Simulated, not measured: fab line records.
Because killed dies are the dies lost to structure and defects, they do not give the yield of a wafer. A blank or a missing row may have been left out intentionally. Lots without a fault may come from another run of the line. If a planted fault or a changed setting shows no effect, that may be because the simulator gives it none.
A lot that was struck, set against a sound lot / flow berkeley_cmos170 / 17 steps out of a route of 331
Sound: the wafers L504.3, L504.4, L504.6. The struck wafers were L517.2, L517.3, L517.4. The cause is given at the end.
Per side, at each step with rows, come the tool, then ch with its chambers, and then its first start. Under that, the readings that differ: sound wafers / struck wafers / difference of the means / sigmas: that difference in standard deviations of wafers without a fault.
alike: words and numbers the same on both sides, and readings whose means are apart by under 2 such deviations; not compared: readings that were withheld, readings missing a value for some wafer, numbers with overlapping values and no deviation given by the record, and bounds like >300 which may hide the same value.
A row with sigmas, a row that says differs or no value, or rows on one side alone: a step with any of these is where the two part. Numbers that have no deviation but don't overlap get no sigmas and don't part them. Lack of a reading on every wafer of one side parts them only where that side has two or more wafers.

UCB170_SDANNEAL_RS_MEAS_04: the measuring method here is four-point-probe.
  struck on film_metro-03, day 10 10:52; sound on film_metro-03, day 7 22:29
  alike: PLDD_RS
UCB170_SDANNEAL_RS_MEAS_05: the measuring method here is four-point-probe.
  struck on film_metro-03, day 10 10:59; sound on film_metro-03, day 7 22:36
  alike: NLDD_RS
then, 1 step without rows for these wafers: UCB170_SILICIDE_PRE_CLEAN_00 (preclean etch time 60 s).
UCB170_SILICIDE_SPUTTER_01: material Ti, target thk 30 nm, time 25 s.
  struck on pvd_sputter-04, day 10 11:08; sound on pvd_sputter-02, day 7 22:45
  alike: throttle_valve_pct
UCB170_SILICIDE_RS_MEAS_02: the measuring method here is four-point-probe.
  struck on film_metro-03, day 10 11:13; sound on film_metro-04, day 7 22:49
  alike: SILICIDE_TI_RS
UCB170_SILICIDE_THK_MEAS_03: measures by xrf.
  struck on film_metro-03, day 10 11:20; sound on film_metro-04, day 7 22:55
reading=SILICIDE_TI_THK (nm); sound=28.8 29.0 28.6; struck=29.8 30.0 29.7; difference=+1.0; sigmas=+3
UCB170_SILICIDE_RTA_04: time 15 s.
  sound on rtp_anneal-01 ch 0, day 7 22:59; struck on rtp_anneal-01 ch 0, day 10 11:23
  alike: lamp_power_pct, wafer_temp_C_max
then, 3 steps without rows for these wafers: UCB170_SILICIDE_WET_ETCH_05 (etches Ti in SPM, time 45 s); UCB170_CONTACT_CLEAN_00 (cleans in SPM, time 600 s); UCB170_CONTACT_CVD_01 (deposits PSG from SiH4/O2/PH3, target thk 700 nm, time 2820 s).
UCB170_CONTACT_THK_MEAS_02:
  struck on film_metro-02, day 10 13:37; sound on film_metro-02, day 8 02:49
  alike: CONTACT_PSG_THK
then, 1 step without rows for these wafers: UCB170_CONTACT_HMDS_03 (prime time 60 s).
UCB170_CONTACT_COAT_04: resist thk 900 nm.
  sound on litho_track-01 ch 0, day 8 03:04; struck on litho_track-04 ch 0, day 10 13:55
reading=model.KrF_of_CONTACT_COAT_04.thk_nm (nm); sound=901 903 901.5; struck=1000 1001 999.3; difference=+98; sigmas=
  alike: spin_speed_rpm
then, 1 step without rows for these wafers: UCB170_CONTACT_SOFTBAKE_05 (time 60 s).
UCB170_CONTACT_STRIP_06: strips in O2.
  sound on plasma_asher-03 ch 0,1, day 8 03:20; struck on plasma_asher-04 ch 0,1, day 10 14:11
reading=strip_time_to_endpoint_s (s); sound=21.99 22.03 22.01; struck=24.37 24.39 24.35; difference=+2.36; sigmas=+45
  alike: drypump_motor_current_A, oes_product_au
  not compared: rf_hours_counter_h
then, 2 steps without rows for these wafers: UCB170_CONTACT_CLEAN_07 (cleans in SPM, time 600 s); UCB170_M3_PROBE_99.

WHERE THEY PART
Last at UCB170_CONTACT_STRIP_06 as far as this record goes, first at UCB170_SILICIDE_THK_MEAS_03.

WHY: what had been put in by the simulator
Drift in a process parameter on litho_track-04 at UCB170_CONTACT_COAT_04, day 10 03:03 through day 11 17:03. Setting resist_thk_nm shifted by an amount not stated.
